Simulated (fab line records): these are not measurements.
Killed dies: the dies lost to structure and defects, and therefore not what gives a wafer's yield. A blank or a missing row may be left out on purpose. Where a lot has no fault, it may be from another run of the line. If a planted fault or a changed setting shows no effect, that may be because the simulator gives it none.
A lot that was struck, set against a sound lot :: flow rit cmos :: 21 out of 202 route steps
Sound: the wafers L883.2, L883.4, L883.6. Wafers L878.2, L878.5, L878.6 were the ones struck. At the end, the cause is stated.
Order at every step that has rows: each side's tool, ch and its chambers, its first start. Under that, the readings that differ: sound wafers :: struck wafers :: difference of the means :: sigmas: that difference in standard deviations of wafers without a fault.
alike: a reading whose means differ by less than 2 such deviations, as well as words and numbers matching on both sides. not compared: withheld readings; readings where some wafer has no value; bounds like >300 that might hide an equal value; numbers whose values overlap and for which the record gives no deviation.
A row with sigmas, a row that says differs or no value, or rows on one side alone: a step with any of these is where the two part. Non-overlapping numbers with no deviation appear without sigmas and do not part them. A reading that every wafer of one side lacks parts them only if that side has two wafers or more.

first, 6 steps without rows for these wafers: RIT_NRETRO_HMDS_00 (prime time 60 s); RIT_NRETRO_COAT_01 (resist thk 1300 nm); RIT_NRETRO_SOFTBAKE_02 (time 60 s); RIT_NRETRO_EXPOSE_03 (exposes mask M4, target cd 43900 nm); RIT_NRETRO_PEB_04; RIT_NRETRO_DEVELOP_05 (develop time 68 s).
RIT_NRETRO_OVL_MEAS_06:
  sound on overlay-02 at day 5 23:15; struck on overlay-02 at day 4 16:46
  alike: NRETRO_OVL
then, 2 steps without rows for these wafers: RIT_NRETRO_HARDBAKE_07 (time 120 s); RIT_NRETRO_IMPLANT_08.
RIT_NRETRO_STRIP_09: strips in O2, time 180 s.
  sound on plasma asher-04 ch 0,1, day 5 23:41; struck on plasma asher-04 ch 0,1, day 4 17:11
  alike: drypump motor current A
  not compared: rf hours counter h
RIT_NRETRO_TW_MEAS_10:
  sound on film metro-01 at day 5 23:52; struck on film metro-02 at day 4 17:23
  alike: NRETRO_TW
then, 1 step without rows for these wafers: RIT_PRETRO_HMDS_00 (prime time 60 s).
RIT_PRETRO_COAT_01: resist thk 1300 nm.
  sound on litho track-02 ch 0, day 6 00:05; struck on litho track-04 ch 0, day 4 17:36
reading: model.NOVOLAK_of_PRETRO_COAT_01.thk nm (nm)
sound: 1303 1305 1302
struck: 1394 1394 1394
difference: +91
sigmas: 
RIT_PRETRO_SOFTBAKE_02: time 60.96 s.
  sound on litho track-02 ch 0, day 6 00:14; struck on litho track-04 ch 0, day 4 17:45
  alike: plate sensor t centre C, plate sensor t edge C
then, 3 steps without rows for these wafers: RIT_PRETRO_EXPOSE_03 (exposes mask M5, target cd 43700 nm); RIT_PRETRO_PEB_04; RIT_PRETRO_DEVELOP_05 (develop time 68 s).
RIT_PRETRO_OVL_MEAS_06:
  sound on overlay-01 at day 6 00:48; struck on overlay-01 at day 4 18:29
reading: PRETRO_OVL (nm)
sound: -5.1 -2.6 -2.8
struck: 1.0 0.9 -0.2
difference: +4.1
sigmas: +3
RIT_PRETRO_HARDBAKE_07: time 120 s.
  sound on litho track-02 ch 0, day 6 00:52; struck on litho track-04 ch 0, day 4 18:34
reading: model.NOVOLAK_of_PRETRO_COAT_01.thk nm (nm)
sound: 1140 1141 1139
struck: 1218 1218 1218
difference: +78
sigmas: 
after that, 1 step had no rows for these wafers: RIT_PRETRO_IMPLANT_08.
RIT_M1_PROBE_99:
  sound on prober-01 at day 7 12:33; struck on prober-02 at day 6 09:31
  alike: killed at contacts, killed at front end, killed dies, killed open, killed short

## WHERE THEY PART
RIT_PRETRO_OVL_MEAS_06 only, going by this record. Later steps at which nothing parts them and some readings are alike: RIT_M1_PROBE_99.

WHY: whatever the simulator had introduced
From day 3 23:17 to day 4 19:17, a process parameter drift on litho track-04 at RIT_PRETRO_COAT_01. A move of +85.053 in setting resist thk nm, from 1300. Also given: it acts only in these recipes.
